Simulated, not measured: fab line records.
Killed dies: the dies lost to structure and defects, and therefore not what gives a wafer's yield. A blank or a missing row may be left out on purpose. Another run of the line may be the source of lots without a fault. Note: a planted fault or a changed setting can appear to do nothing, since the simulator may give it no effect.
Comparing a struck lot with a sound one | flow rit-cmos | 15 out of 202 route steps
Sound: the wafers L642.2, L642.5, L642.6. Struck: wafer L647.2 (left out: L647.1, L647.4 of the same lot, which were not struck); the cause appears at the end.
Per side, at each step with rows, come the tool, then ch with its chambers, and then its first start. Under that, the readings that differ: sound wafers | struck wafers | difference of the means | sigmas: that difference in standard deviations of wafers without a fault.
alike: readings with means less than 2 such deviations apart, plus words and numbers identical on both sides. not compared: withheld readings, readings lacking a value on some wafer, bounds such as >300 that could conceal the same value, and numbers that have no deviation in the record and whose values overlap.
The two part at a step that has a row with sigmas, a row that says differs or no value, or rows on one side only. Non-overlapping numbers with no deviation appear without sigmas and do not part them. A reading missing from all wafers of one side parts the sides only when that side holds two or more wafers.

RIT_ACTIVE_THK_MEAS_02:
  struck on film-metro-03, day 4 00:03; sound on film-metro-04, day 3 01:10
  alike: ACTIVE_OXIDE_THK
then, 1 step without rows for these wafers: RIT_ACTIVE_CVD_03 (deposits Si3N4 from SiH2Cl2/NH3, target thk 150 nm, time 1500 s).
RIT_ACTIVE_THK_MEAS_04:
  struck on film-metro-03, day 4 01:32; sound on film-metro-04, day 3 02:38
  alike: ACTIVE_NITRIDE_THK
then, 6 steps without rows for these wafers: RIT_ACTIVE_HMDS_05 (prime time 60 s); RIT_ACTIVE_COAT_06 (resist thk 1000 nm); RIT_ACTIVE_SOFTBAKE_07 (time 60 s); RIT_ACTIVE_EXPOSE_08 (exposes mask M1, target cd 1400 nm); RIT_ACTIVE_PEB_09; RIT_ACTIVE_DEVELOP_10 (develop time 50 s).
RIT_ACTIVE_CD_MEAS_11: the cd target is 1400 nm.
  struck on cd-sem-02, day 4 02:26; sound on cd-sem-01, day 3 03:39
  alike: cd-nm
then, 1 step without rows for these wafers: RIT_ACTIVE_HARDBAKE_12 (time 60 s).
RIT_ACTIVE_ETCH_13: etches Si3N4 in SF6, stops on SiO2, time 210 s, target depth 210 nm.
  sound on rie-diel-04 ch 0,3, day 3 03:54; struck on rie-diel-04 ch 3, day 4 02:43
  alike: drypump-motor-current-A, oes-product-au, throttle-valve-pct
  not compared: rf-hours-counter-h
RIT_ACTIVE_STRIP_14: strips in O2, time 180 s.
  sound on plasma-asher-04 ch 0,1, day 3 04:02; struck on plasma-asher-04 ch 1, day 4 02:50
  reading                        | sound          | struck | difference | sigmas
  chamber-pressure-mTorr (mTorr) | 4000 4004 3997 | 4799   | +799       | +99 or more
  alike: drypump-motor-current-A
  not compared: rf-hours-counter-h
RIT_ACTIVE_CD_MEAS_90: the cd target is 1400 nm.
  struck on cd-sem-01, day 4 03:01; sound on cd-sem-02, day 3 04:14
  alike: cd-nm
RIT_M1_PROBE_99:
  the record holds rows for the sound wafers here (prober-02, day 5 04:49) but none for the struck ones

== WHERE THEY PART ==
At RIT_ACTIVE_STRIP_14 first; at RIT_M1_PROBE_99 last (within this record only).

WHY: what the simulator had put in
plasma-asher-04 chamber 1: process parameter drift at RIT_ACTIVE_STRIP_14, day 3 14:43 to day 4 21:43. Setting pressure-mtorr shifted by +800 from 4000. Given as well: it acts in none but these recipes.
